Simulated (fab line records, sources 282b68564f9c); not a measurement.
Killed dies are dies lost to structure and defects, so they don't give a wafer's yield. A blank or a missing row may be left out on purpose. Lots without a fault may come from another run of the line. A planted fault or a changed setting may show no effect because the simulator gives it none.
A struck lot beside a sound one | flow rit_cmos | 17 steps out of a route of 202
Sound: wafers L649.3, L649.4, L649.5. Struck: wafers L647.2, L647.3, L647.6. The cause comes at the end.
At each step with rows: each side's tool, then ch and its chambers, then its first start. Under that, the readings that differ: sound wafers | struck wafers | difference of the means | sigmas: that difference in standard deviations of wafers without a fault.
alike: readings whose means differ by less than 2 such deviations, and words and numbers that are the same on both sides. not compared: withheld readings, readings that some wafer has no value for, bounds like >300 that may hide the same value, and numbers for which the record gives no deviation and whose values overlap.
The two part at a step that has a row with sigmas, a row that says differs or no value, or rows on one side only. Numbers that don't overlap but have no deviation are shown without sigmas and don't part them. A reading that every wafer of one side lacks parts them only if that side has two wafers or more.

RIT_PWELL_TW_MEAS_10:
  sound on film_metro-02, day 5 17:33; struck on film_metro-04, day 5 09:15
  reading  | sound       | struck      | difference | sigmas
  PWELL_TW | 951 955 952 | 934 935 938 | -17        | -2
then, 1 step without rows for these wafers: RIT_WELLDRIVE_ANNEAL_00 (time 14700 s).
RIT_WELLDRIVE_RS_MEAS_01: measures by four-point-probe.
  sound on film_metro-02, day 5 22:43; struck on film_metro-03, day 5 15:27
  alike: NWELL_RS
RIT_WELLDRIVE_RS_MEAS_02: measures by four-point-probe.
  sound on film_metro-02, day 5 22:50; struck on film_metro-03, day 5 15:34
  alike: PWELL_RS
then, 6 steps without rows for these wafers: RIT_NRETRO_HMDS_00 (prime time 60 s); RIT_NRETRO_COAT_01 (resist thk 1300 nm); RIT_NRETRO_SOFTBAKE_02 (time 60 s); RIT_NRETRO_EXPOSE_03 (exposes mask M4, target cd 43900 nm); RIT_NRETRO_PEB_04; RIT_NRETRO_DEVELOP_05 (develop time 68 s).
RIT_NRETRO_OVL_MEAS_06:
  sound on overlay-01, day 5 23:56; struck on overlay-02, day 5 16:41
  reading         | sound       | struck       | difference | sigmas
  NRETRO_OVL (nm) | 3.7 3.3 3.0 | 0.8 -0.9 0.2 | -3.3       | -2
then, 1 step without rows for these wafers: RIT_NRETRO_HARDBAKE_07 (time 120 s).
RIT_NRETRO_IMPLANT_08:
  sound on implanter-01 ch 0, day 6 00:15; struck on implanter-02 ch 0, day 5 17:07
  reading                   | sound                | struck               | difference | sigmas
  beam_energy_keV           | 70.002 69.990 69.991 | 79.104 79.067 79.090 | +9.093     | +99 or more
  model.implant.rp_nm (nm)  | 87.22 87.22 87.22    | 95.7 95.7 95.7       | +8.5       |
  model.implant.drp_nm (nm) | 33.94 33.94 33.94    | 37.58 37.58 37.58    | +3.64      |
  alike: beam_on_s, faraday_current_uA
RIT_NRETRO_STRIP_09: strips in O2, time 180 s.
  sound on plasma_asher-02 ch 0,1, day 6 00:25; struck on plasma_asher-01 ch 0,1, day 5 17:14
  alike: drypump_motor_current_A
  not compared: rf_hours_counter_h
RIT_NRETRO_TW_MEAS_10:
  sound on film_metro-01, day 6 00:33; struck on film_metro-01, day 5 17:25
  reading   | sound          | struck         | difference | sigmas
  NRETRO_TW | 1049 1057 1055 | 1091 1091 1094 | +38        | +3
then, 1 step without rows for these wafers: RIT_PRETRO_HMDS_00 (prime time 60 s).
RIT_M1_PROBE_99:
  sound on prober-02, day 7 04:29; struck on prober-02, day 7 00:29
  reading                             | sound             | struck          | difference | sigmas
  model.etest.cap_p_gate.c_min_ff_um2 | 2.321 2.327 2.331 | 2.28 2.27 2.276 | -0.05      |
  alike: killed_at_M0_to_M3, killed_at_contacts, killed_at_front_end, killed_dies, killed_open, killed_short
  not compared: model.etest.pmos_0p15.vt_long_v, model.etest.pmos_narrow.vt_v, model.etest.pmos_0p3.vt_v, model.etest.pmos_0p3.vt_sat_v

WHERE THEY PART
First at RIT_PWELL_TW_MEAS_10; last, within this record, at RIT_NRETRO_TW_MEAS_10. Later steps at which nothing parts them and some readings are alike: RIT_M1_PROBE_99.

WHY: what the simulator had put in
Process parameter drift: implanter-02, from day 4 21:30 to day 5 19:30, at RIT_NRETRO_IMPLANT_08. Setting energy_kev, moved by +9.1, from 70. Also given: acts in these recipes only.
